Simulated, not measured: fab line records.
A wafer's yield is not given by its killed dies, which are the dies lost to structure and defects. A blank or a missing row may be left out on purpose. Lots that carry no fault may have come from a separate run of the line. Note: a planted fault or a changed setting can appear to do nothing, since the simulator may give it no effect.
What tool caused it? :: flow rit cmos :: 42 wafers from 14 lots sampled at 2 of the route's 202 steps

WHAT THE GAUGES SHOWED, per wafer
RIT_SDANNEAL_RS_MEAS_05: measurement is done with a four-point probe.
lot: L204
measured: day 3 12:41
on: film metro-02
NSD_RS (ohm/sq): 84.38 84.15 84.27

lot: L206
measured: day 3 15:01
on: film metro-02
NSD_RS (ohm/sq): 84.90 84.42 84.28

lot: L207
measured: day 4 01:45
on: film metro-04
NSD_RS (ohm/sq): 84.61 84.52 84.71

lot: L209
measured: day 4 08:39
on: film metro-04
NSD_RS (ohm/sq): 84.69 84.52 84.45

lot: L212
measured: day 4 20:32
on: film metro-04
NSD_RS (ohm/sq): 84.17 84.19 83.85

lot: L213
measured: day 5 06:03
on: film metro-02
NSD_RS (ohm/sq): 84.51 84.55 84.25

lot: L215
measured: day 5 10:23
on: film metro-04
NSD_RS (ohm/sq): 84.67 84.73 84.50

lot: L216
measured: day 5 19:29
on: film metro-02
NSD_RS (ohm/sq): 84.72 84.34 84.64

lot: L217
measured: day 6 02:41
on: film metro-02
NSD_RS (ohm/sq): - - -

lot: L218
measured: day 6 12:36
on: film metro-02
NSD_RS (ohm/sq): 84.65 84.64 84.59

lot: L219
measured: day 6 17:55
on: film metro-02
NSD_RS (ohm/sq): 84.64 84.73 84.93

lot: L220
measured: day 6 18:07
on: film metro-04
NSD_RS (ohm/sq): - - -

lot: L222
measured: day 7 15:07
on: film metro-02
NSD_RS (ohm/sq): 84.25 84.28 84.38

lot: L226
measured: day 8 13:38
on: film metro-03
NSD_RS (ohm/sq): 84.32 84.44 84.78

WHAT TOOL EACH LOT RAN ON (gives the tool, then ch and the chambers of the sampled wafers, and finally the start)
lot: L204
RIT_NSD_IMPLANT_08: implanter-04 ch 0, day 3 09:59

lot: L206
RIT_NSD_IMPLANT_08: implanter-02 ch 0, day 3 12:39

lot: L207
RIT_NSD_IMPLANT_08: implanter-04 ch 0, day 3 23:04

lot: L209
RIT_NSD_IMPLANT_08: implanter-04 ch 0, day 4 06:18

lot: L212
RIT_NSD_IMPLANT_08: implanter-04 ch 0, day 4 18:11

lot: L213
RIT_NSD_IMPLANT_08: implanter-02 ch 0, day 5 03:41

lot: L215
RIT_NSD_IMPLANT_08: implanter-02 ch 0, day 5 08:01

lot: L216
RIT_NSD_IMPLANT_08: implanter-02 ch 0, day 5 16:59

lot: L217
RIT_NSD_IMPLANT_08: implanter-02 ch 0, day 6 00:19

lot: L218
RIT_NSD_IMPLANT_08: implanter-04 ch 0, day 6 10:07

lot: L219
RIT_NSD_IMPLANT_08: implanter-03 ch 0, day 6 15:12

lot: L220
RIT_NSD_IMPLANT_08: implanter-02 ch 0, day 6 15:35

lot: L222
RIT_NSD_IMPLANT_08: implanter-04 ch 0, day 7 12:38

lot: L226
RIT_NSD_IMPLANT_08: implanter-03 ch 0, day 8 11:16
- RIT_NSD_IMPLANT_08

WHAT THE TOOLS THEMSELVES READ (means of the sampled wafers that have a number; where no wafer has one, the mark that the record gives instead)
The record holds no such reading with a usual standard deviation.

THE ANSWER, worked out from the rows above alone
Rule: what is usual is taken from the lots themselves. Put in order of their means at a reading, lots are off if they are a third of the lots or fewer, leave a main group of 4 or more, and stand apart from it by a gap of 3 or more times the standard deviation of the main group's means; of several such gaps the widest counts. A main group is skipped when, at the precision printed for the reading in the tables above, its means are all equal. A lot without any number at a reading at which 4 lots or more have one is off too. All remaining lots with rows at the step are treated as sound. The gauges are gone through in route order, then the tools' own readings, and for those a lot's mean is taken as printed above. The first step at which some lot is off is used, and at that step the reading that is off furthest; a lot without a number counts as furthest.
Off: at RIT_SDANNEAL_RS_MEAS_05 (NSD_RS), L217, L220. Without a number there: L217, L220. The main group has a mean of 84.49 ohm/sq with a standard deviation of 0.18.
A tool fits if, at a process step before that reading, it ran every lot that is off, and no sound lot after the first of them. Those tools and the gauges at RIT_SDANNEAL_RS_MEAS_05 are tried in the same way. One candidate fits, namely implanter-02 at RIT_NSD_IMPLANT_08. Its last sound lot is L216 (day 5 16:59), its first lot that is off L217 (day 6 00:19): a fault that began between those two fits.

WHAT WAS PUT IN BY THE SIMULATOR
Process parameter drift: implanter-02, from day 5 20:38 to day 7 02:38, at RIT_NSD_IMPLANT_08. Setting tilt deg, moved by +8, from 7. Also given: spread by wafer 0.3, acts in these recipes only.
Lots struck among those shown: L217, L220. This agrees with what the rule above found.
